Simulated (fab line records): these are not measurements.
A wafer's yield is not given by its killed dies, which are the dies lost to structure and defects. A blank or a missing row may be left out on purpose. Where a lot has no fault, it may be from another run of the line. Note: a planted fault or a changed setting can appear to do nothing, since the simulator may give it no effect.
Split-lot trial :: flow rit_cmos :: on a route of 202 steps: 5 lots, 23 wafers read

== SPLIT DETAILS ==
At RIT_PRETRO_SOFTBAKE_02 (time 60 s), the setting temp_c was moved away from the recipe's 90 C on 7 of the 23 wafers read, by -4.0% to +2.5%. This setting was run at the recipe's value on the other wafers.

== FROM THE SPLIT TO THE READING: what the file shows between them, 2 steps ==
- RIT_PRETRO_EXPOSE_03: exposes mask M5, target cd 43700 nm
- RIT_PRETRO_PEB_04

== THE READING ==
NOVOLAK_of_PRETRO_COAT_01.thk_nm (the simulator's own value, which no gauge read), in nm, at RIT_PRETRO_DEVELOP_05 (develop time 68 s). The file does not state a usual value for it. Average 1304 nm, standard deviation 2.1 nm, over the 16 wafers here run with the recipe.

wafer: L074.1
tool, chamber at the split: litho_track-02, 0
temp_c as run, C: 90
against the recipe: recipe
NOVOLAK_of_PRETRO_COAT_01.thk_nm, nm: 1304
against lot-mates on the recipe: -

wafer: L074.3
tool, chamber at the split: litho_track-02, 0
temp_c as run, C: 90
against the recipe: recipe
NOVOLAK_of_PRETRO_COAT_01.thk_nm, nm: 1302
against lot-mates on the recipe: -

wafer: L074.6
tool, chamber at the split: litho_track-02, 0
temp_c as run, C: 90
against the recipe: recipe
NOVOLAK_of_PRETRO_COAT_01.thk_nm, nm: 1302
against lot-mates on the recipe: -

wafer: L074.4
tool, chamber at the split: litho_track-02, 0
temp_c as run, C: 91.01
against the recipe: +1.1%
NOVOLAK_of_PRETRO_COAT_01.thk_nm, nm: 1300
against lot-mates on the recipe: -3

wafer: L074.5
tool, chamber at the split: litho_track-02, 0
temp_c as run, C: 91.01
against the recipe: +1.1%
NOVOLAK_of_PRETRO_COAT_01.thk_nm, nm: 1302
against lot-mates on the recipe: -1

wafer: L076.1
tool, chamber at the split: litho_track-02, 0
temp_c as run, C: 86.38
against the recipe: -4.0%
NOVOLAK_of_PRETRO_COAT_01.thk_nm, nm: 1318
against lot-mates on the recipe: +14

wafer: L076.2
tool, chamber at the split: litho_track-02, 0
temp_c as run, C: 90
against the recipe: recipe
NOVOLAK_of_PRETRO_COAT_01.thk_nm, nm: 1306
against lot-mates on the recipe: -

wafer: L076.3
tool, chamber at the split: litho_track-02, 0
temp_c as run, C: 86.38
against the recipe: -4.0%
NOVOLAK_of_PRETRO_COAT_01.thk_nm, nm: 1319
against lot-mates on the recipe: +15

wafer: L076.5
tool, chamber at the split: litho_track-02, 0
temp_c as run, C: 90
against the recipe: recipe
NOVOLAK_of_PRETRO_COAT_01.thk_nm, nm: 1302
against lot-mates on the recipe: -

wafer: L076.6
tool, chamber at the split: litho_track-02, 0
temp_c as run, C: 86.38
against the recipe: -4.0%
NOVOLAK_of_PRETRO_COAT_01.thk_nm, nm: 1321
against lot-mates on the recipe: +17

wafer: L080.2
tool, chamber at the split: litho_track-02, 0
temp_c as run, C: 90
against the recipe: recipe
NOVOLAK_of_PRETRO_COAT_01.thk_nm, nm: 1301
against lot-mates on the recipe: -

wafer: L080.4
tool, chamber at the split: litho_track-02, 0
temp_c as run, C: 90
against the recipe: recipe
NOVOLAK_of_PRETRO_COAT_01.thk_nm, nm: 1304
against lot-mates on the recipe: -

wafer: L080.6
tool, chamber at the split: litho_track-02, 0
temp_c as run, C: 90
against the recipe: recipe
NOVOLAK_of_PRETRO_COAT_01.thk_nm, nm: 1304
against lot-mates on the recipe: -

wafer: L081.1
tool, chamber at the split: litho_track-02, 0
temp_c as run, C: 90
against the recipe: recipe
NOVOLAK_of_PRETRO_COAT_01.thk_nm, nm: 1302
against lot-mates on the recipe: -

wafer: L081.3
tool, chamber at the split: litho_track-02, 0
temp_c as run, C: 90
against the recipe: recipe
NOVOLAK_of_PRETRO_COAT_01.thk_nm, nm: 1306
against lot-mates on the recipe: -

wafer: L081.4
tool, chamber at the split: litho_track-02, 0
temp_c as run, C: 90
against the recipe: recipe
NOVOLAK_of_PRETRO_COAT_01.thk_nm, nm: 1306
against lot-mates on the recipe: -

wafer: L081.5
tool, chamber at the split: litho_track-02, 0
temp_c as run, C: 90
against the recipe: recipe
NOVOLAK_of_PRETRO_COAT_01.thk_nm, nm: 1305
against lot-mates on the recipe: -

wafer: L081.6
tool, chamber at the split: litho_track-02, 0
temp_c as run, C: 90
against the recipe: recipe
NOVOLAK_of_PRETRO_COAT_01.thk_nm, nm: 1308
against lot-mates on the recipe: -

wafer: L084.1
tool, chamber at the split: litho_track-02, 0
temp_c as run, C: 90
against the recipe: recipe
NOVOLAK_of_PRETRO_COAT_01.thk_nm, nm: 1307
against lot-mates on the recipe: -

wafer: L084.5
tool, chamber at the split: litho_track-02, 0
temp_c as run, C: 90
against the recipe: recipe
NOVOLAK_of_PRETRO_COAT_01.thk_nm, nm: 1307
against lot-mates on the recipe: -

wafer: L084.2
tool, chamber at the split: litho_track-02, 0
temp_c as run, C: 92.23
against the recipe: +2.5%
NOVOLAK_of_PRETRO_COAT_01.thk_nm, nm: 1302
against lot-mates on the recipe: -5

wafer: L084.4
tool, chamber at the split: litho_track-02, 0
temp_c as run, C: 92.23
against the recipe: +2.5%
NOVOLAK_of_PRETRO_COAT_01.thk_nm, nm: 1300
against lot-mates on the recipe: -7

wafer: L084.6
tool, chamber at the split: litho_track-02, 0
temp_c as run, C: 90
against the recipe: recipe
NOVOLAK_of_PRETRO_COAT_01.thk_nm, nm: 1306
against lot-mates on the recipe: -

THE FIT
A straight line over all 23 wafers: NOVOLAK_of_PRETRO_COAT_01.thk_nm changes by -3.17 nm for each +1% of temp_c; r = -0.92; the points scatter about the line by 2.4 nm.
The same after taking each lot's own level away (the mean of its wafers on the recipe; 23 wafers): -3.37 nm for each +1%; r = -0.96; scatter 1.8 nm.
Per that fit: largest temp_c move, reading shift of 14 nm.
The lots' own levels span 1302.7 to 1306.7 nm, that is 1.9 times the standard deviation above.
The two slopes agree, so the slope changes little with the lot-to-lot level.
Check: for one of the wafers moved furthest among these (-4.0%), held out of the fit, the line's prediction against its lot-mates is +14.3 nm. It came out at +14 nm against them.

== ADDITIONAL SPLITS CARRIED BY THESE WAFERS ==
These wafers also went through other splits before the reading. Each is held against what the fit with the lots' levels taken away leaves over:
other split on the same wafers: RIT_ACTIVE_CVD_03 time_s
wafers away from the commonest value: 15
r with NOVOLAK_of_PRETRO_COAT_01.thk_nm (lot level and that fit taken away): -0.11

other split on the same wafers: RIT_ACTIVE_ETCH_13 rf_w
wafers away from the commonest value: 10
r with NOVOLAK_of_PRETRO_COAT_01.thk_nm (lot level and that fit taken away): -0.03

other split on the same wafers: RIT_FOX1_OXIDATION_00 temp_c
wafers away from the commonest value: 5
r with NOVOLAK_of_PRETRO_COAT_01.thk_nm (lot level and that fit taken away): +0.13

other split on the same wafers: RIT_NWELL_IMPLANT_08 energy_kev
wafers away from the commonest value: 6
r with NOVOLAK_of_PRETRO_COAT_01.thk_nm (lot level and that fit taken away): +0.08

other split on the same wafers: RIT_PWELL_IMPLANT_08 energy_kev
wafers away from the commonest value: 10
r with NOVOLAK_of_PRETRO_COAT_01.thk_nm (lot level and that fit taken away): +0.38

== FILE'S OWN FIT ==
NOVOLAK_of_PRETRO_COAT_01.thk_nm changes by -3.2 nm for each +1% of temp_c, r = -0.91.
